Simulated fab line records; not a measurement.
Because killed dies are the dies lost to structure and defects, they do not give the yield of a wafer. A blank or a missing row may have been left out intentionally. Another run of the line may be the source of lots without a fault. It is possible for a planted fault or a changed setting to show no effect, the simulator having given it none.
A lot that was struck, set against a sound lot -- flow berkeleyCmos170 -- 4 out of 331 route steps
Sound: the wafers L275.1, L275.3, L275.4. Struck: wafers L266.1, L266.2, L266.3. The cause comes at the end.
Per side, at each step with rows, come the tool, then ch with its chambers, and then its first start. Under that, the readings that differ: sound wafers -- struck wafers -- difference of the means -- sigmas: that difference in standard deviations of wafers without a fault.
alike: readings with means less than 2 such deviations apart, plus words and numbers identical on both sides. not compared: withheld readings, readings lacking a value on some wafer, bounds such as >300 that could conceal the same value, and numbers that have no deviation in the record and whose values overlap.
Wherever a step has rows on one side only, a row that says differs or no value, or a row with sigmas, the two part there. When numbers do not overlap yet have no deviation, they are printed without sigmas and do not part them. Lack of a reading on every wafer of one side parts them only where that side has two or more wafers.

UCB170_START_BOW_MEAS_00:
  struck on filmMetro-02, day 4 03:00; sound on filmMetro-04, day 6 00:00
  alike: INCOMING_BOW
UCB170_START_CLEAN_01: cleans in dHF, time 60 s.
  sound on wetBench-04 ch 0, day 6 00:07; struck on wetBench-03 ch 1, day 4 03:07
  no value came back on the struck wafers for runLengthS (s), timeS (s); on the sound wafers runLengthS (s) reads 86 86 86
then, 2 steps without rows for these wafers: UCB170_START_OXIDATION_02 (target thk 20 nm, ox time 1800 s); UCB170_M3_PROBE_99.

== WHERE THEY PART ==
Only at UCB170_START_CLEAN_01, within this record.

WHY: what had been put in by the simulator
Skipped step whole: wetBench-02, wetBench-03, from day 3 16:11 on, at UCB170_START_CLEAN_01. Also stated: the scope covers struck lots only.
